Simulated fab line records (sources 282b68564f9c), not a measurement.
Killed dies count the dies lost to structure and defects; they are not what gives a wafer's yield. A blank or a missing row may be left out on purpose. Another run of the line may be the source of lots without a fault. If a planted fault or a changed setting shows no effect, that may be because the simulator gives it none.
Struck lot and sound lot, side by side | flow rit_cmos | 17 steps out of a route of 202
Sound: the wafers L392.2, L392.4, L392.5. Wafers L398.1, L398.2, L398.5 were the ones struck. The cause comes at the end.
Order at every step that has rows: each side's tool, ch and its chambers, its first start. Under that, the readings that differ: sound wafers | struck wafers | difference of the means | sigmas: that difference in standard deviations of wafers without a fault.
alike: readings with means less than 2 such deviations apart, plus words and numbers identical on both sides. not compared: withheld readings, readings lacking a value on some wafer, bounds such as >300 that could conceal the same value, and numbers that have no deviation in the record and whose values overlap.
The two part at a step that has a row with sigmas, a row that says differs or no value, or rows on one side only. Numbers that have no deviation but don't overlap get no sigmas and don't part them. A reading missing from all wafers of one side parts the sides only when that side holds two or more wafers.

first, 1 step without rows for these wafers: RIT_PRETRO_DEVELOP_05 (develop time 68 s).
RIT_PRETRO_OVL_MEAS_06:
  struck on overlay-02, day 4 13:46; sound on overlay-02, day 2 23:34
  alike: PRETRO_OVL
then, 2 steps without rows for these wafers: RIT_PRETRO_HARDBAKE_07 (time 120 s); RIT_PRETRO_IMPLANT_08.
RIT_PRETRO_STRIP_09: strips in O2, time 180 s.
  sound on plasma_asher-01 ch 1, day 2 23:59; struck on plasma_asher-02 ch 0,1, day 4 14:26
  alike: drypump_motor_current_A
  not compared: rf_hours_counter_h
RIT_PRETRO_TW_MEAS_10:
  struck on film_metro-04, day 4 14:37; sound on film_metro-04, day 3 00:10
  alike: PRETRO_TW
then, 5 steps without rows for these wafers: RIT_GATE_WET_ETCH_00 (etches SiO2 in BOE, target depth 56 nm, time 60 s); RIT_GATE_CLEAN_01 (cleans in SC1, time 600 s); RIT_GATE_CLEAN_02 (cleans in dHF, time 30 s); RIT_GATE_CLEAN_03 (cleans in SC2, time 600 s); RIT_GATE_CLEAN_04 (cleans in dHF, time 60 s).
RIT_FOX2_THK_MEAS_91:
  struck on film_metro-03, day 4 15:14; sound on film_metro-02, day 3 00:41
  alike: FIELD_OXIDE_LEFT_2_THK
RIT_GATE_OXIDATION_05: target thk 3 nm, ox time 270 s.
  sound on furnace-04 ch 0, day 3 00:44; struck on furnace-04 ch 0, day 4 17:55
  reading                                     | sound             | struck            | difference | sigmas
  model.SiO2_of_GATE_OXIDATION_05.thk_nm (nm) | 2.969 2.964 2.955 | 3.346 3.271 3.325 | +0.351     |
  alike: zone_power_load_pct
then, 1 step without rows for these wafers: RIT_GATE_ANNEAL_06 (time 600 s).
RIT_GATE_THK_MEAS_07:
  struck on film_metro-03, day 4 20:52; sound on film_metro-04, day 3 02:04
  reading             | sound          | struck         | difference | sigmas
  GATE_OXIDE_THK (nm) | 3.00 2.94 2.95 | 3.36 3.33 3.27 | +0.36      | +6
then, 1 step without rows for these wafers: RIT_GATE_CVD_08 (deposits poly-Si from SiH4, target thk 250 nm, time 2220 s).
RIT_M1_PROBE_99:
  struck on prober-02, day 5 21:19; sound on prober-01, day 4 04:01
  reading                             | sound             | struck            | difference | sigmas
  model.etest.pmos_0p3.r_on_ohm_um    | 6267 6309 6162    | 6880 6885 6872    | +633       |
  model.etest.pmos_turned.r_on_ohm_um | 3408 3386 3306    | 3766 3707 3649    | +341       |
  model.etest.pmos_0p15.r_on_ohm_um   | 2802 2783 2718    | 3060 2968 2961    | +229       |
  model.etest.nmos_0p3.r_on_ohm_um    | 2158 2160 2137    | 2350 2312 2342    | +183       |
  model.etest.nmos_0p15.r_on_ohm_um   | 1137 1153 1132    | 1201 1184 1174    | +46        |
  model.etest.nmos_0p15.drive_ua_um   | 465.1 464 462     | 409.3 431.7 420.4 | -43.2      |
  model.etest.nmos_narrow.drive_ua_um | 223.4 227.7 227.5 | 190.1 198.4 192.6 | -32.5      |
  model.etest.nmos_0p3.drive_ua_um    | 228 229 229.2     | 191.3 199.8 194.2 | -33.6      |
  alike: killed_at_contacts, killed_at_front_end, killed_dies, killed_open, killed_short

== WHERE THEY PART ==
At RIT_GATE_THK_MEAS_07 and nowhere else, as far as this record goes. Later steps at which nothing parts them and some readings are alike: RIT_M1_PROBE_99.

WHY: what the simulator had put in
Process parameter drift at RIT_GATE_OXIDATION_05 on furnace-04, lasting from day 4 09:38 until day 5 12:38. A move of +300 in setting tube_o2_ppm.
